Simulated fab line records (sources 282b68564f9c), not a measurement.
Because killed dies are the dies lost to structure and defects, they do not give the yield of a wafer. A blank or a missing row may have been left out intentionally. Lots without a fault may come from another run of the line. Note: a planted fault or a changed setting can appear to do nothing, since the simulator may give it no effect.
The tool behind it: which one? -- flow rit_cmos -- 7 lots with 21 wafers sampled at 2 steps, on a route of 202 steps

WHAT THE GAUGES SHOWED, per wafer
RIT_PSD_TW_MEAS_10.
lot,measured,on,PSD_TW
L593,day 3 08:33,film_metro-02,3413 3419 3398
L597,day 4 03:52,film_metro-04,3373 3387 3373
L602,day 5 04:04,film_metro-02,3468 3464 3470 3477 3448 3477
L604,day 5 14:22,film_metro-04,3371 3382 3387
L607,day 6 08:04,film_metro-02,3422 3407 3407
L612,day 7 07:05,film_metro-03,3352 3359 3372
L615,day 7 23:05,film_metro-04,3382 3391 3372

WHICH TOOL RAN EACH LOT (tool, then ch and the chambers of the sampled wafers, then the start)
lot,RIT_PSD_IMPLANT_08
L593,"implanter-01 ch 0, day 3 08:13"
L597,"implanter-01 ch 0, day 4 03:34"
L602,"implanter-01 ch 0, day 5 03:46"
L604,"implanter-03 ch 0, day 5 14:04"
L607,"implanter-04 ch 0, day 6 07:44"
L612,"implanter-03 ch 0, day 7 06:47"
L615,"implanter-04 ch 0, day 7 22:47"
- RIT_PSD_IMPLANT_08

THE ANSWER, worked out from the rows above alone
Rule: what is usual is taken from the lots themselves. The widest of any qualifying gaps counts: lots, ordered by their means at a reading, are off when they make up no more than a third of the lots, leave a main group of 4 or more, and stand apart from it by 3 or more times the standard deviation of that group's means. Not used: any main group whose means are identical at the precision the tables above print for the reading. A lot without any number at a reading at which 4 lots or more have one is off too. Any other lot the step has rows for is counted as sound.
Off: L602, at RIT_PSD_TW_MEAS_10 (PSD_TW). The main group has a mean of 3387 with a standard deviation of 18.
A tool fits if, at a process step before that reading, it ran every lot that is off, and no sound lot after the first of them. The gauges at RIT_PSD_TW_MEAS_10 are tried like those tools. One fits: RIT_PSD_IMPLANT_08 on implanter-01. A fault onset in the window from L597 (day 4 03:34, its last sound lot) to L602 (day 5 03:46, its first lot off) fits.

WHAT WAS PUT IN BY THE SIMULATOR
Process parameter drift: implanter-01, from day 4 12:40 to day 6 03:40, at RIT_PSD_IMPLANT_08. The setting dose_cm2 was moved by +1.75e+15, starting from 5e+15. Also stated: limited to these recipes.
Struck lots among those shown: L602. The rule above reached the same finding.
